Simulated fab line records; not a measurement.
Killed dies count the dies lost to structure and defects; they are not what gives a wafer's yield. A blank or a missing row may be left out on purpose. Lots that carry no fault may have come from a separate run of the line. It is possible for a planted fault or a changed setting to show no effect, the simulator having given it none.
Chamber matching -- flow berkeley cmos170 -- UCB170_NWELL_ETCH_13 on rie diel-04: 4 sister chambers
The step etches Si3N4 in CH3F/Ar/O2, stops on SiO2, target depth 246.4 nm, time 154 s. 7 wafers are shown with their chamber, then 7 later ones without.

## WAFERS WITH THEIR CHAMBER
wafer,chamber,throttle valve pct (%),oes product au (a.u.)
L686.6,1,7.85,0.957
L691.4,0,8.19,0.931
L695.2,2,8.17,0.939
L695.4,3,8.06,0.942
L695.6,1,7.85,0.936
L700.4,3,8.07,0.948
L700.5,2,8.18,0.936

## WAFERS WHOSE CHAMBER IS MISSING
wafer,throttle valve pct (%),oes product au (a.u.)
L700.6,7.84,0.938
L702.2,8.05,0.948
L702.4,8.18,0.934
L702.6,7.84,0.947
L704.1,8.17,0.947
L704.5,8.17,0.950
L704.6,7.83,0.945

## EACH ONE'S CHAMBER
wafer,from the rows above,in truth
L700.6,1,1
L702.2,3,3
L702.4,can't be placed: 2 or 0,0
L702.6,1,1
L704.1,2,2
L704.5,2,2
L704.6,1,1
Placed correctly: 6 of 7. Not placeable from these rows: 1 (in 1, the candidates include the true chamber). Number placed wrongly: 0.
How it was worked out, from the rows above alone: a wafer's distance from a chamber is the root of the sum, over the readings, of the square of ((its reading less the chamber's mean) divided by the reading's scatter). If the next closest chamber is less than 2 further off than the closest, the wafer can't be placed; otherwise it belongs to the closest. Each chamber's mean is taken over the wafers shown for it. How the scatter is found: for the shown wafers, subtract from each reading the mean of its chamber, square and add these, divide the total by (wafers less chambers), then take the root.
